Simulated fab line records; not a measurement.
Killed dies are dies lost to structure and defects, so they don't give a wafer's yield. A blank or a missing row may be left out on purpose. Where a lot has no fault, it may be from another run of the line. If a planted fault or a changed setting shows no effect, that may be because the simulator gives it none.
Split-lot study :: flow berkeley cmos170 :: route with 331 steps; 5 lots, 23 wafers read

## THE SPLIT
At UCB170_V1_PEB_10, the setting peb temp c was moved away from the recipe's 130 C on 4 of the 23 wafers read, by -3.0% to +1.6%. All remaining wafers had this setting at the recipe value.

## FROM THE SPLIT TO THE READING: what the file shows between them, 4 steps
- UCB170_V1_DEVELOP_11: develop time 45 s
- UCB170_V1_CD_MEAS_12: target cd 700 nm
- UCB170_V1_ETCH_14: etches SiO2 in CHF3/CF4/Ar, stops on Al, target depth 1250 nm, time 291 s
- UCB170_V1_STRIP_15: strips in O2

## THE READING
At UCB170_V1_CD_MEAS_90: cd nm in nanometres, against a target cd of 700 nm. A value of 700.4 nm with a standard deviation of 1.7 nm is what fault-free wafers of this fab line usually give.

wafer: L080.1
tool, chamber at the split: litho track-01, 0
peb temp c as run, C: 130
against the recipe: recipe
cd nm, nm: 698.3
against lot-mates on the recipe: -

wafer: L080.2
tool, chamber at the split: litho track-01, 0
peb temp c as run, C: 130
against the recipe: recipe
cd nm, nm: 700.2
against lot-mates on the recipe: -

wafer: L080.4
tool, chamber at the split: litho track-01, 0
peb temp c as run, C: 130
against the recipe: recipe
cd nm, nm: 699.9
against lot-mates on the recipe: -

wafer: L080.5
tool, chamber at the split: litho track-01, 0
peb temp c as run, C: 130
against the recipe: recipe
cd nm, nm: 700.7
against lot-mates on the recipe: -

wafer: L080.6
tool, chamber at the split: litho track-01, 0
peb temp c as run, C: 130
against the recipe: recipe
cd nm, nm: 698.9
against lot-mates on the recipe: -

wafer: L082.2
tool, chamber at the split: litho track-03, 0
peb temp c as run, C: 130
against the recipe: recipe
cd nm, nm: 699.3
against lot-mates on the recipe: -

wafer: L082.3
tool, chamber at the split: litho track-03, 0
peb temp c as run, C: 130
against the recipe: recipe
cd nm, nm: 698.6
against lot-mates on the recipe: -

wafer: L082.6
tool, chamber at the split: litho track-03, 0
peb temp c as run, C: 130
against the recipe: recipe
cd nm, nm: 699.9
against lot-mates on the recipe: -

wafer: L081.1
tool, chamber at the split: litho track-01, 0
peb temp c as run, C: 130
against the recipe: recipe
cd nm, nm: 698.6
against lot-mates on the recipe: -

wafer: L081.2
tool, chamber at the split: litho track-01, 0
peb temp c as run, C: 126.1
against the recipe: -3.0%
cd nm, nm: 669.3
against lot-mates on the recipe: -29.2

wafer: L081.3
tool, chamber at the split: litho track-01, 0
peb temp c as run, C: 130
against the recipe: recipe
cd nm, nm: 699.6
against lot-mates on the recipe: -

wafer: L081.4
tool, chamber at the split: litho track-01, 0
peb temp c as run, C: 130
against the recipe: recipe
cd nm, nm: 697.3
against lot-mates on the recipe: -

wafer: L081.6
tool, chamber at the split: litho track-01, 0
peb temp c as run, C: 126.1
against the recipe: -3.0%
cd nm, nm: 669.3
against lot-mates on the recipe: -29.2

wafer: L085.1
tool, chamber at the split: litho track-01, 0
peb temp c as run, C: 132.1
against the recipe: +1.6%
cd nm, nm: 712.9
against lot-mates on the recipe: +12.4

wafer: L085.2
tool, chamber at the split: litho track-01, 0
peb temp c as run, C: 132.1
against the recipe: +1.6%
cd nm, nm: 713.5
against lot-mates on the recipe: +13.0

wafer: L085.3
tool, chamber at the split: litho track-01, 0
peb temp c as run, C: 130
against the recipe: recipe
cd nm, nm: 701.0
against lot-mates on the recipe: -

wafer: L085.4
tool, chamber at the split: litho track-01, 0
peb temp c as run, C: 130
against the recipe: recipe
cd nm, nm: 699.6
against lot-mates on the recipe: -

wafer: L085.6
tool, chamber at the split: litho track-01, 0
peb temp c as run, C: 130
against the recipe: recipe
cd nm, nm: 700.9
against lot-mates on the recipe: -

wafer: L084.1
tool, chamber at the split: litho track-03, 0
peb temp c as run, C: 130
against the recipe: recipe
cd nm, nm: 701.7
against lot-mates on the recipe: -

wafer: L084.2
tool, chamber at the split: litho track-03, 0
peb temp c as run, C: 130
against the recipe: recipe
cd nm, nm: 699.7
against lot-mates on the recipe: -

wafer: L084.3
tool, chamber at the split: litho track-03, 0
peb temp c as run, C: 130
against the recipe: recipe
cd nm, nm: 701.0
against lot-mates on the recipe: -

wafer: L084.4
tool, chamber at the split: litho track-03, 0
peb temp c as run, C: 130
against the recipe: recipe
cd nm, nm: 700.2
against lot-mates on the recipe: -

wafer: L084.5
tool, chamber at the split: litho track-03, 0
peb temp c as run, C: 130
against the recipe: recipe
cd nm, nm: 701.3
against lot-mates on the recipe: -

THE FIT
A straight line over all 23 wafers: cd nm changes by +9.71 nm for each +1% of peb temp c; r = +0.99; the points scatter about the line by 1.3 nm.
The same after taking each lot's own level away (the mean of its wafers on the recipe; 23 wafers): +9.27 nm for each +1%; r = +0.99; scatter 1.1 nm.
On that fit, the largest move of peb temp c shifts the reading by 28 nm.
Across the lots, their own levels run from 698.50 to 700.78 nm, a range of 1.3 times the standard deviation given above.
Consequently the slope shifts little with the lot-to-lot level, the two slopes agreeing.
Check: for one of the wafers moved furthest among these (-3.0%), held out of the fit, the line's prediction against its lot-mates is -27.4 nm. It came out at -29.2 nm against them.

## THE OTHER SPLITS THESE WAFERS WENT THROUGH
Note: prior to the reading, these wafers also went through further splits. Each is held against what the fit with the lots' levels taken away leaves over:
other split on the same wafers: UCB170_M1_PEB_07 peb temp c
wafers away from the commonest value: 9
r with cd nm (lot level and that fit taken away): -0.31

## THE WHOLE CHAIN: every reading that the file lists as answering this split, in the file's order
step: UCB170_V1_CD_MEAS_12
what it does: target cd 700 nm
reading: cd nm
change (the file's fit): +9.2 nm for each +1% of the setting
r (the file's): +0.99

step: UCB170_V1_ETCH_14
what it does: etches SiO2 in CHF3/CF4/Ar, stops on Al, target depth 1250 nm, time 291 s
reading: V1.cd nm (the simulator's own value, which no gauge read)
change (the file's fit): +9.28 nm for each +1% of the setting
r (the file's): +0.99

step: UCB170_V1_CD_MEAS_90
what it does: target cd 700 nm
reading: cd nm
change (the file's fit): +9.29 nm for each +1% of the setting
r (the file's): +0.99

## FILE'S OWN FIT
cd nm changes by +9.29 nm for each +1% of peb temp c, r = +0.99.
